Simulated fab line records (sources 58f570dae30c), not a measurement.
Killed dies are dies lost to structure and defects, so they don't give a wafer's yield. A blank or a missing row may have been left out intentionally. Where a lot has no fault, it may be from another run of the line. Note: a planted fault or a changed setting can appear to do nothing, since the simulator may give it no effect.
A sampling plan put to the test / flow berkeley-cmos170 / one fab line, 24 faults that these records tell of, each judged on the records of the lots that it struck; 1 more is left out, because the records don't allow judging it
Plan = the line's own looks (route steps where a gauge or an inspection reads the wafer without altering it). A look is open to judgement when struck wafers have a number at it and the file gives its usual mean and standard deviation on fault-free wafers. Caught: at a look after the fault's first step, the mean of the struck wafers lies 4 or more of those standard deviations (sigma) from the usual mean. On the tool: the same test on the tool's own readings at the fault's steps. Another recipe on the struck wafers, or a record that is blank for them alone, also counts as caught.

== THE FAULTS, as the simulator had put them in ==
1. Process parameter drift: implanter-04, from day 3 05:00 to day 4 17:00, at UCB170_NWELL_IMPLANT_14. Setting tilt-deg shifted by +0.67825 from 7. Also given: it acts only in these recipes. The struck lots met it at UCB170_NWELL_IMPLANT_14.
2. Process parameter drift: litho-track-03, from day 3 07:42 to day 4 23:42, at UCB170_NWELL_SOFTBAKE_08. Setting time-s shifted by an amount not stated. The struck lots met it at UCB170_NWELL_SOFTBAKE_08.
3. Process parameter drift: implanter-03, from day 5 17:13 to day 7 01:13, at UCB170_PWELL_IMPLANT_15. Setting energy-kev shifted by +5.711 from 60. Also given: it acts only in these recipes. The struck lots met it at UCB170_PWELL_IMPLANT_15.
4. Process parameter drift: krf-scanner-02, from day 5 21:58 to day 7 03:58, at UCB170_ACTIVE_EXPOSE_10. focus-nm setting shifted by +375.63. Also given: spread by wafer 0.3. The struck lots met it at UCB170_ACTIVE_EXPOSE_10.
5. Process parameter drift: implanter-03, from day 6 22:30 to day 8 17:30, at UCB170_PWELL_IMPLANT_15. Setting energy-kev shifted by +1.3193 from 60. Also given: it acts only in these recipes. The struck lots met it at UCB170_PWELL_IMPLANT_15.
6. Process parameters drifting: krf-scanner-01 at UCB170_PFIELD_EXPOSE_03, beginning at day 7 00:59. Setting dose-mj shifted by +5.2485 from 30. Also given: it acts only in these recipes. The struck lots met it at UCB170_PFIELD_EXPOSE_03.
7. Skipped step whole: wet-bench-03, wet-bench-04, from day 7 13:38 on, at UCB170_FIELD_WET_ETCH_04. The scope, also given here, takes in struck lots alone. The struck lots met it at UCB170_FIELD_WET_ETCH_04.
8. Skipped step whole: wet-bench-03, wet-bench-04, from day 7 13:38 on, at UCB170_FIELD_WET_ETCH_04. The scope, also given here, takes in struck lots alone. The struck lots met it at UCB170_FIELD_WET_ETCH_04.
9. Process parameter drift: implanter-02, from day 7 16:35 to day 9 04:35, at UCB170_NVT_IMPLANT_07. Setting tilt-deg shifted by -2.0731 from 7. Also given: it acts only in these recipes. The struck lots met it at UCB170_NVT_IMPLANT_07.
10. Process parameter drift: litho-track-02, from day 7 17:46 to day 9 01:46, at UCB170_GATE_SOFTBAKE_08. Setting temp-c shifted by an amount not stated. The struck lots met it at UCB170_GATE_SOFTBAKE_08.
11. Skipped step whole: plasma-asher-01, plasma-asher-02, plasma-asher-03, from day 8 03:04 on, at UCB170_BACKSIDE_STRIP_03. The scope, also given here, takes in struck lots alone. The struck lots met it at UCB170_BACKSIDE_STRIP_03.
12. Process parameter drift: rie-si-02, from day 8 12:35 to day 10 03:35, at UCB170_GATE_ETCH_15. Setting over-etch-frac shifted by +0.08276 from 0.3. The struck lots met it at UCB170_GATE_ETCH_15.
13. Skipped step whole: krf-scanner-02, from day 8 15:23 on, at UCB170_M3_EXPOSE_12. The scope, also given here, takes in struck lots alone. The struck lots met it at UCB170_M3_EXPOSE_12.
14. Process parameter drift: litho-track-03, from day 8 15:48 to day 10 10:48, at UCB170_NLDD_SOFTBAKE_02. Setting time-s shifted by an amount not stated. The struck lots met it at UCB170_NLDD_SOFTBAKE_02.
15. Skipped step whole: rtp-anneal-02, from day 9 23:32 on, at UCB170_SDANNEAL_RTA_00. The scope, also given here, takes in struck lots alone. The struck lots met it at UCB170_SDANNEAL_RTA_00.
16. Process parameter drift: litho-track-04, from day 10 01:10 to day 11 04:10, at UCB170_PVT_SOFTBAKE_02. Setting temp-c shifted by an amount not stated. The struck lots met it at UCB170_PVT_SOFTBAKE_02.
17. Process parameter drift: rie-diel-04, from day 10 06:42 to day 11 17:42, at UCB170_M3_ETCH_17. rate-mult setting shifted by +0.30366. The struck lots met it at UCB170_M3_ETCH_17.
18. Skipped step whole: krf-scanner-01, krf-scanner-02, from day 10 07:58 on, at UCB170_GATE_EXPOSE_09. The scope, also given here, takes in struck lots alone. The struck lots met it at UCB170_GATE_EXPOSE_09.
19. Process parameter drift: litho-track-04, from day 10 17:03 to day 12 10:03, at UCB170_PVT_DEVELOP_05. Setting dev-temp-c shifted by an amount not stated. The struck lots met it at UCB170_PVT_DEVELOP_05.
20. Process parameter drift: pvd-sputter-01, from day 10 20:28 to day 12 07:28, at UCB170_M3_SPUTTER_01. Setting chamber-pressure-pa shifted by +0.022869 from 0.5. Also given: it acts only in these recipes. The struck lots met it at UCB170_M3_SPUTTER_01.
21. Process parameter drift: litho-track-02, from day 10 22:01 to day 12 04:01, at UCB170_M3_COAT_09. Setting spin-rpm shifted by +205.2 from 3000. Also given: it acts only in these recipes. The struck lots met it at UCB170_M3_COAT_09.
22. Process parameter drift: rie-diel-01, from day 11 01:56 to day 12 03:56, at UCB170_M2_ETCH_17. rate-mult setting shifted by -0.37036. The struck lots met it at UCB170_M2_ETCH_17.
23. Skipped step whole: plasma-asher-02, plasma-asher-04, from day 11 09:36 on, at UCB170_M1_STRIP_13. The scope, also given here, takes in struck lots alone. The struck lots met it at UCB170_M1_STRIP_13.
24. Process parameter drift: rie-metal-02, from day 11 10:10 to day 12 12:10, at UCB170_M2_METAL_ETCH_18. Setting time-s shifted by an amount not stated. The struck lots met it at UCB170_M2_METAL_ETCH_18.

== WHAT THE PLAN SAW ==
fault=1; on the tool itself=tilt-deg +37 sigma; first look that catches it=not the one look that can be judged after it; reading, sigma=-; median hours from its first step to that look=-; hours from the fault's start to the first struck lot there=-; judged looks passed uncaught=1
fault=2; on the tool itself=run-length-s +99 or beyond sigma; first look that catches it=not the one look that can be judged after it; reading, sigma=-; median hours from its first step to that look=-; hours from the fault's start to the first struck lot there=-; judged looks passed uncaught=1
fault=3; on the tool itself=beam-energy-keV +99 or beyond sigma; first look that catches it=none of the 2 looks that can be judged after it; reading, sigma=-; median hours from its first step to that look=-; hours from the fault's start to the first struck lot there=-; judged looks passed uncaught=2
fault=4; on the tool itself=exposure-dose-mJ-cm2 -9.4 sigma; first look that catches it=no look after it can be judged; reading, sigma=-; median hours from its first step to that look=-; hours from the fault's start to the first struck lot there=-; judged looks passed uncaught=0
fault=5; on the tool itself=beam-energy-keV +65 sigma; first look that catches it=no look after it can be judged; reading, sigma=-; median hours from its first step to that look=-; hours from the fault's start to the first struck lot there=-; judged looks passed uncaught=0
fault=6; on the tool itself=exposure-dose-mJ-cm2 +99 or beyond sigma; first look that catches it=not the one look that can be judged after it; reading, sigma=-; median hours from its first step to that look=-; hours from the fault's start to the first struck lot there=-; judged looks passed uncaught=1
fault=7; on the tool itself=the tool's record is blank for the struck wafers; first look that catches it=no look after it can be judged; reading, sigma=-; median hours from its first step to that look=-; hours from the fault's start to the first struck lot there=-; judged looks passed uncaught=0
fault=8; on the tool itself=the tool's record is blank for the struck wafers; first look that catches it=no look after it can be judged; reading, sigma=-; median hours from its first step to that look=-; hours from the fault's start to the first struck lot there=-; judged looks passed uncaught=0
fault=9; on the tool itself=tilt-deg -98 sigma; first look that catches it=no look after it can be judged; reading, sigma=-; median hours from its first step to that look=-; hours from the fault's start to the first struck lot there=-; judged looks passed uncaught=0
fault=10; on the tool itself=heater-power-total-W -29 sigma; first look that catches it=not the one look that can be judged after it; reading, sigma=strongest: cd-nm at UCB170_GATE_CD_MEAS_12, +3.7; median hours from its first step to that look=-; hours from the fault's start to the first struck lot there=-; judged looks passed uncaught=1
fault=11; on the tool itself=the tool's record is blank for the struck wafers; first look that catches it=no look after it can be judged; reading, sigma=-; median hours from its first step to that look=-; hours from the fault's start to the first struck lot there=-; judged looks passed uncaught=0
fault=12; on the tool itself=under 2 sigma; first look that catches it=not the one look that can be judged after it; reading, sigma=-; median hours from its first step to that look=-; hours from the fault's start to the first struck lot there=-; judged looks passed uncaught=1
fault=13; on the tool itself=no reading that can be judged; first look that catches it=no look after it can be judged; reading, sigma=-; median hours from its first step to that look=-; hours from the fault's start to the first struck lot there=-; judged looks passed uncaught=0
fault=14; on the tool itself=run-length-s +99 or beyond sigma; first look that catches it=no look after it can be judged; reading, sigma=-; median hours from its first step to that look=-; hours from the fault's start to the first struck lot there=-; judged looks passed uncaught=0
fault=15; on the tool itself=the tool's record is blank for the struck wafers; first look that catches it=no look after it can be judged; reading, sigma=-; median hours from its first step to that look=-; hours from the fault's start to the first struck lot there=-; judged looks passed uncaught=0
fault=16; on the tool itself=heater-power-total-W +31 sigma; first look that catches it=not the one look that can be judged after it; reading, sigma=-; median hours from its first step to that look=-; hours from the fault's start to the first struck lot there=-; judged looks passed uncaught=1
fault=17; on the tool itself=oes-product-au +9.4 sigma; first look that catches it=no look after it can be judged; reading, sigma=-; median hours from its first step to that look=-; hours from the fault's start to the first struck lot there=-; judged looks passed uncaught=0
fault=18; on the tool itself=no reading that can be judged; first look that catches it=no look after it can be judged; reading, sigma=-; median hours from its first step to that look=-; hours from the fault's start to the first struck lot there=-; judged looks passed uncaught=0
fault=19; on the tool itself=developer-temp-C -19 sigma; first look that catches it=no look after it can be judged; reading, sigma=-; median hours from its first step to that look=-; hours from the fault's start to the first struck lot there=-; judged looks passed uncaught=0
fault=20; on the tool itself=chamber-pressure-pa +22 sigma; first look that catches it=no look after it can be judged; reading, sigma=-; median hours from its first step to that look=-; hours from the fault's start to the first struck lot there=-; judged looks passed uncaught=0
fault=21; on the tool itself=spin-speed-rpm +99 or beyond sigma; first look that catches it=no look after it can be judged; reading, sigma=-; median hours from its first step to that look=-; hours from the fault's start to the first struck lot there=-; judged looks passed uncaught=0
fault=22; on the tool itself=oes-product-au -10 sigma; first look that catches it=no look after it can be judged; reading, sigma=-; median hours from its first step to that look=-; hours from the fault's start to the first struck lot there=-; judged looks passed uncaught=0
fault=23; on the tool itself=the tool's record is blank for the struck wafers; first look that catches it=no look after it can be judged; reading, sigma=-; median hours from its first step to that look=-; hours from the fault's start to the first struck lot there=-; judged looks passed uncaught=0
fault=24; on the tool itself=run-length-s +6.9 sigma; first look that catches it=none of the 3 looks that can be judged after it; reading, sigma=-; median hours from its first step to that look=-; hours from the fault's start to the first struck lot there=-; judged looks passed uncaught=3
A dash: the fault is not caught, or the number is missing from these records.

Caught at a look: 0 of 24. Caught on the tool: 21 of 24. By one or the other: 21 of 24.
On the tool alone, faults 1, 2, 3, 4, 5, 6, 7, 8, 9, 10, 11, 14, 15, 16, 17, 19, 20, 21, 22, 23, 24 were caught.
Caught by neither: faults 12, 13, 18.
